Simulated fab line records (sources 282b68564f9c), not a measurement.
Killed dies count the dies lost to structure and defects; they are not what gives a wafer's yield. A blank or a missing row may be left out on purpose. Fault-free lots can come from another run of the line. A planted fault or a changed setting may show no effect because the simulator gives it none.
Which tool was responsible? -- flow rit cmos -- 7 lots with 21 wafers sampled at 2 steps, on a route of 202 steps

## WHAT EACH GAUGE READ, for each wafer
RIT_CONTACT_THK_MEAS_01.
lot,measured,on,CONTACT_TEOS_THK (nm)
L650,day 3 06:56,film metro-03,393 395 402
L652,day 3 18:14,film metro-02,399 401 406
L654,day 4 04:03,film metro-01,405 397 405
L656,day 4 14:03,film metro-01,398 395 400
L662,day 5 19:07,film metro-01,311 321 319
L668,day 7 01:41,film metro-03,400 391 397
L671,day 7 18:36,film metro-03,400 411 408

## WHICH TOOL RAN EACH LOT (tool, then ch and the chambers of the sampled wafers, then the start)
lot,RIT_CONTACT_CVD_00
L650,"pecvd-03 ch 1,2, day 3 06:52"
L652,"pecvd-01 ch 0,2, day 3 18:11"
L654,"pecvd-04 ch 0,1, day 4 03:59"
L656,"pecvd-03 ch 0,1, day 4 14:00"
L662,"pecvd-03 ch 0,1,2, day 5 19:03"
L668,"pecvd-04 ch 1,2, day 7 01:38"
L671,"pecvd-04 ch 1,2, day 7 18:33"
- RIT_CONTACT_CVD_00: deposits SiO2 from TEOS, target thk 400 nm, time 61 s.

## THE ANSWER, worked out from the rows above alone
Rule: the usual values come from the lots themselves. Put in order of their means at a reading, lots are off if they are a third of the lots or fewer, leave a main group of 4 or more, and stand apart from it by a gap of 3 or more times the standard deviation of the main group's means; of several such gaps the widest counts. A main group whose means are all the same, to the digits that the tables above print for the reading, isn't used. Also off: a lot with no number at a reading for which 4 or more lots have one. The other lots that the step has rows for count as sound.
Off: L662, at RIT_CONTACT_THK_MEAS_01 (CONTACT_TEOS_THK). The main group has a mean of 400 nm with a standard deviation of 3.7.
If a tool, at a process step before that reading, ran all the lots that are off and no sound lot after the first of them, it fits. The gauges at RIT_CONTACT_THK_MEAS_01 are tried like those tools. 2 tools fit, pecvd-03 at RIT_CONTACT_CVD_00 and film metro-01 at RIT_CONTACT_THK_MEAS_01, so this cannot tell which one it is.

## WHAT THE SIMULATOR HAD PUT IN
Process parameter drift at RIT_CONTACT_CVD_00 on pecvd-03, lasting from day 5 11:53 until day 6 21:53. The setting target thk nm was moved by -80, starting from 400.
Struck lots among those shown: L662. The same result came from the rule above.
